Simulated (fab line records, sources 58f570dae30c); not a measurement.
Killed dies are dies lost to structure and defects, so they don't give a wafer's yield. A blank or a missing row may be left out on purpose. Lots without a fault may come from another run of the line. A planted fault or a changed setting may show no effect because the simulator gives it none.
Which tool did it? | flow berkeley_cmos170 | 15 lots, 45 wafers sampled, at 5 steps of a route of 331

WHAT THE GAUGES READ, wafer by wafer
UCB170_NWELL_THK_MEAS_02.
lot  | measured    | on            | NWELL_OXIDE_THK (nm)
L802 | day 2 18:21 | film_metro-04 | 25.5 25.7 25.4
L804 | day 3 07:41 | film_metro-04 | 27.3 27.6 27.7
L805 | day 3 07:42 | film_metro-03 | 27.8 27.7 27.4
L808 | day 3 22:00 | film_metro-03 | 25.8 25.6 25.9
L807 | day 3 22:01 | film_metro-04 | 26.3 26.3 26.9
L811 | day 4 06:13 | film_metro-04 | 26.7 26.6 26.4
L809 | day 4 06:15 | film_metro-01 | 25.6 25.8 25.6
L814 | day 4 16:56 | film_metro-04 | 26.3 26.6 26.5
L813 | day 4 16:57 | film_metro-03 | 26.9 26.7 26.8
L818 | day 5 13:43 | film_metro-01 | 27.0 26.9 26.9
L819 | day 6 00:31 | film_metro-04 | 26.4 26.0 26.5
L821 | day 6 04:00 | film_metro-03 | 26.5 26.8 27.2
L820 | day 6 04:01 | film_metro-01 | 26.9 26.4 26.3
L822 | day 6 09:28 | film_metro-01 | 26.5 26.7 27.0
L823 | day 6 19:23 | film_metro-01 | 27.2 26.6 26.8

UCB170_WELLDRIVE_THK_MEAS_02.
lot  | measured    | on            | WELLDRIVE_OXIDE_THK (nm)
L802 | day 4 19:27 | film_metro-02 | 202 200 203
L804 | day 5 07:07 | film_metro-03 | 196 198 200
L805 | day 5 07:08 | film_metro-04 | 203 201 205
L808 | day 5 19:40 | film_metro-02 | 199 195 200
L807 | day 6 05:28 | film_metro-03 | 190 192 190
L811 | day 6 05:27 | film_metro-02 | 195 197 196
L809 | day 6 05:23 | film_metro-04 | 200 200 199
L814 | day 6 14:30 | film_metro-04 | 207 206 206
L813 | day 6 14:31 | film_metro-03 | 208 211 209
L818 | day 7 06:03 | film_metro-04 | 202 203 207
L819 | day 7 15:37 | film_metro-02 | 201 199 196
L821 | day 7 15:37 | film_metro-03 | 198 197 200
L820 | day 7 15:38 | film_metro-04 | 196 197 204
L822 | day 8 07:36 | film_metro-02 | 196 197 193
L823 | day 8 07:36 | film_metro-03 | 200 197 196

UCB170_ACTIVE_THK_MEAS_06.
lot  | measured    | on            | ACTIVE_NITRIDE_THK (nm)
L802 | day 5 15:42 | film_metro-03 | 224.0 222.7 225.1
L804 | day 6 02:34 | film_metro-02 | 220.9 220.4 221.5
L805 | day 6 02:35 | film_metro-03 | 223.1 222.2 220.8
L808 | day 6 15:32 | film_metro-01 | 209.8 210.4 209.4
L807 | day 6 22:40 | film_metro-02 | 219.3 219.5 218.9
L811 | day 6 22:43 | film_metro-03 | 223.9 220.8 222.1
L809 | day 6 22:43 | film_metro-02 | 220.8 220.6 220.6
L814 | day 7 12:19 | film_metro-01 | 213.1 210.3 212.1
L813 | day 7 12:20 | film_metro-02 | 213.6 211.8 212.2
L818 | day 7 23:58 | film_metro-02 | 219.1 218.6 218.8
L819 | day 8 10:20 | film_metro-03 | 215.0 219.5 218.2
L821 | day 8 10:19 | film_metro-01 | 215.9 215.3 217.6
L820 | day 8 10:20 | film_metro-02 | 221.8 222.9 220.5
L822 | day 9 08:26 | film_metro-01 | 221.6 220.0 219.6
L823 | day 9 08:26 | film_metro-02 | 218.1 218.8 219.7

UCB170_SACOX_THK_MEAS_02.
lot  | measured     | on            | SACOX_OXIDE_THK (nm)
L802 | day 6 18:01  | film_metro-04 | 14.77 14.47 14.62
L804 | day 7 01:07  | film_metro-03 | 14.00 13.78 13.82
L805 | day 7 01:08  | film_metro-02 | 14.51 14.57 14.31
L808 | day 7 16:44  | film_metro-04 | 14.59 14.65 14.68
L807 | day 7 23:39  | film_metro-02 | 14.60 14.45 14.41
L811 | day 7 23:35  | film_metro-03 | 14.74 14.73 14.75
L809 | day 7 23:35  | film_metro-04 | 14.17 14.23 14.11
L814 | day 8 14:15  | film_metro-03 | 14.23 14.04 14.27
L813 | day 8 14:16  | film_metro-04 | 14.00 13.86 14.15
L818 | day 9 07:23  | film_metro-03 | 13.99 13.77 13.88
L819 | day 9 17:51  | film_metro-04 | 14.53 14.53 14.32
L821 | day 9 17:50  | film_metro-03 | 14.15 14.20 14.01
L820 | day 9 17:52  | film_metro-02 | 14.10 14.16 14.27
L822 | day 10 12:16 | film_metro-02 | 14.13 14.14 14.09
L823 | day 10 12:16 | film_metro-03 | 14.28 14.54 14.42

WHICH TOOL RAN EACH LOT (tool, then ch and the chambers of the sampled wafers, then the start)
lot  | UCB170_ACTIVE_CVD_05
L802 | lpcvd-01 ch 0, day 5 12:47
L804 | lpcvd-01 ch 1, day 6 00:39
L805 | lpcvd-01 ch 1, day 6 00:39
L808 | lpcvd-01 ch 1, day 6 13:36
L807 | lpcvd-02 ch 0, day 6 20:44
L811 | lpcvd-02 ch 0, day 6 20:44
L809 | lpcvd-02 ch 0, day 6 20:44
L814 | lpcvd-01 ch 1, day 7 10:25
L813 | lpcvd-01 ch 1, day 7 10:25
L818 | lpcvd-02 ch 1, day 7 22:03
L819 | lpcvd-01 ch 0, day 8 08:24
L821 | lpcvd-01 ch 0, day 8 08:24
L820 | lpcvd-01 ch 0, day 8 08:24
L822 | lpcvd-02 ch 0, day 9 06:30
L823 | lpcvd-02 ch 0, day 9 06:30
- UCB170_ACTIVE_CVD_05: deposits Si3N4 from SiH2Cl2/NH3, target thk 220 nm, time 3300 s.

WHAT THE TOOLS THEMSELVES READ (means of the sampled wafers that have a number; where no wafer has one, the mark that the record gives instead)
The record holds no such reading with a usual standard deviation.

THE ANSWER, worked out from the rows above alone
Rule: what is usual is taken from the lots themselves. Put in order of their means at a reading, lots are off if they are a third of the lots or fewer, leave a main group of 4 or more, and stand apart from it by a gap of 3 or more times the standard deviation of the main group's means; of several such gaps the widest counts. A main group whose means are all the same, to the digits that the tables above print for the reading, isn't used. A lot without any number at a reading at which 4 lots or more have one is off too. The other lots that the step has rows for count as sound. The gauges are gone through in route order, then the tools' own readings, and for those a lot's mean is taken as printed above. The first step at which some lot is off is used, and at that step the reading that is off furthest; a lot without a number counts as furthest.
No lot is off at any reading shown: from this, nothing can be told.

WHAT THE SIMULATOR HAD PUT IN
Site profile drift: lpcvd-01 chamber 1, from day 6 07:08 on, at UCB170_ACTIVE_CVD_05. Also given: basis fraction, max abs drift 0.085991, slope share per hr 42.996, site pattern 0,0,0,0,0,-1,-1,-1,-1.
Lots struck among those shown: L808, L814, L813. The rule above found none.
